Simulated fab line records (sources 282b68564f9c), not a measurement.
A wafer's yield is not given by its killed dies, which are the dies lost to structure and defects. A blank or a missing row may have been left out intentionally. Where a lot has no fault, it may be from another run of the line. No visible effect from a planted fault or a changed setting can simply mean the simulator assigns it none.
Struck lot and sound lot, side by side | flow rit-cmos | 26 out of 202 route steps
Sound: these wafers, L302.3, L302.4, L302.6. Struck: wafers L308.3, L308.6 (left out: L308.5, a lot-mate that was not struck); the cause follows at the end.
For every step that has rows: the tool of each side, followed by ch and its chambers, followed by its first start. Under that, the readings that differ: sound wafers | struck wafers | difference of the means | sigmas: that difference in standard deviations of wafers without a fault.
alike: readings whose means differ by less than 2 such deviations, and words and numbers that are the same on both sides. not compared: withheld readings, readings that some wafer has no value for, bounds like >300 that may hide the same value, and numbers for which the record gives no deviation and whose values overlap.
Wherever a step has rows on one side only, a row that says differs or no value, or a row with sigmas, the two part there. When numbers do not overlap yet have no deviation, they are printed without sigmas and do not part them. A reading that every wafer of one side lacks parts them only if that side has two wafers or more.

first, 4 steps without rows for these wafers: RIT_CONTACT_SOFTBAKE_04 (time 60 s); RIT_CONTACT_EXPOSE_05 (exposes mask M11, target cd 1000 nm); RIT_CONTACT_PEB_06; RIT_CONTACT_DEVELOP_07 (develop time 120 s).
RIT_CONTACT_CD_MEAS_08 targets a cd of 1000 nm.
  sound on cd-sem-01, day 3 05:19; struck on cd-sem-01, day 4 16:04
  alike: cd-nm
RIT_CONTACT_OVL_MEAS_09:
  sound on overlay-02, day 3 05:24; struck on overlay-01, day 4 16:09
  reading          | sound        | struck    | difference | sigmas
  CONTACT_OVL (nm) | 0.2 0.0 -0.9 | -2.9 -2.4 | -2.4       | -2
then, 1 step without rows for these wafers: RIT_CONTACT_HARDBAKE_10 (time 60 s).
RIT_CONTACT_ETCH_11: etches SiO2 in CHF3/CF4/Ar, stops on TiSi2, target depth 480 nm, time 320 s.
  sound on rie-diel-02 ch 1,2,3, day 3 05:34; struck on rie-diel-02 ch 2, day 4 16:19
  alike: CHF3_flow_sccm, O2_flow_sccm, drypump-motor-current-A, oes-product-au, throttle-valve-pct
  not compared: rf-hours-counter-h
RIT_CONTACT_STRIP_12: strips in O2, time 180 s.
  sound on plasma-asher-02 ch 0,1, day 3 05:50; struck on plasma-asher-01 ch 0, day 4 16:35
  alike: drypump-motor-current-A
  not compared: rf-hours-counter-h
RIT_CONTACT_CD_MEAS_90 targets a cd of 1000 nm.
  sound on cd-sem-01, day 3 05:59; struck on cd-sem-01, day 4 16:44
  alike: cd-nm
then, 2 steps without rows for these wafers: RIT_CONTACT_CLEAN_13 (cleans in SC1, time 600 s); RIT_CONTACT_CLEAN_14 (cleans in SC2, time 600 s).
RIT_M1_SPUTTER_00: material Al, target thk 400 nm, time 500 s.
  sound on pvd-sputter-01, day 3 06:35; struck on pvd-sputter-02, day 4 17:10
  reading                               | sound                | struck        | difference | sigmas
  cathode-dc-power-W (W)                | 1999.8 1999.6 2000.4 | 2148.8 2149.1 | +149.0     | +99 or more
  model.Al_of_M1_SPUTTER_00.thk-nm (nm) | 397.2 391.4 395.4    | 434.7 435     | +40.2      |
  alike: throttle-valve-pct
RIT_M1_RS_MEAS_01: a four-point-probe measurement.
  sound on film-metro-04, day 3 06:55; struck on film-metro-04, day 4 17:47
  reading           | sound                | struck        | difference | sigmas
  M1_AL_RS (ohm/sq) | 0.0740 0.0750 0.0742 | 0.0675 0.0674 | -0.0069    | -8
  not compared: hold
RIT_M1_THK_MEAS_02: measures by xrf.
  sound on film-metro-04, day 3 07:01; struck on film-metro-04, day 4 19:33
  reading        | sound       | struck  | difference | sigmas
  M1_AL_THK (nm) | 392 385 390 | 427 427 | +38        | +8
  not compared: hold
then, 5 steps without rows for these wafers: RIT_M1_COAT_04 (resist thk 1300 nm); RIT_M1_SOFTBAKE_05 (time 60 s); RIT_M1_EXPOSE_06 (exposes mask M12, target cd 2600 nm); RIT_M1_PEB_07; RIT_M1_DEVELOP_08 (develop time 68 s).
RIT_M1_CD_MEAS_09 targets a cd of 2600 nm.
  sound on cd-sem-01, day 3 08:04; struck on cd-sem-01, day 4 23:54
  alike: cd-nm
RIT_M1_OVL_MEAS_10:
  sound on overlay-01, day 3 08:10; struck on overlay-02, day 4 23:59
  alike: M1_OVL
then, 1 step without rows for these wafers: RIT_M1_HARDBAKE_11 (time 120 s).
RIT_M1_METAL_ETCH_12: etches Al in Cl2/BCl3, stops on SiO2, time 165 s, target depth 600 nm.
  sound on rie-metal-01 ch 0,1, day 3 08:29; struck on rie-metal-01 ch 1, day 5 00:19
  reading               | sound             | struck      | difference | sigmas
  oes-product-au (a.u.) | 0.772 0.797 0.799 | 0.828 0.816 | +0.033     | +2
  alike: drypump-motor-current-A, throttle-valve-pct
  not compared: rf-hours-counter-h
then, 1 step without rows for these wafers: RIT_M1_STRIP_13 (strips in nmp, time 600 s).
RIT_M1_PROBE_99:
  sound on prober-01, day 3 10:47; struck on prober-01, day 5 05:20
  reading | sound | struck                                            | difference                   | sigmas
  hold    | - - - | await-dispo/2.4h/release await-dispo/2.4h/release | no value on the sound wafers |
  alike: defect-limited-yield, killed-at-contacts, killed-at-front-end, killed-dies, killed-open, killed-short, sort_bin_3_pad_short, sort_bin_5_function, sort_bin_6_memory, sort-n-pass, sort-yield-pct

== WHERE THEY PART ==
Last at RIT_M1_PROBE_99 as far as this record goes, first at RIT_CONTACT_OVL_MEAS_09.

WHY: what the simulator had put in
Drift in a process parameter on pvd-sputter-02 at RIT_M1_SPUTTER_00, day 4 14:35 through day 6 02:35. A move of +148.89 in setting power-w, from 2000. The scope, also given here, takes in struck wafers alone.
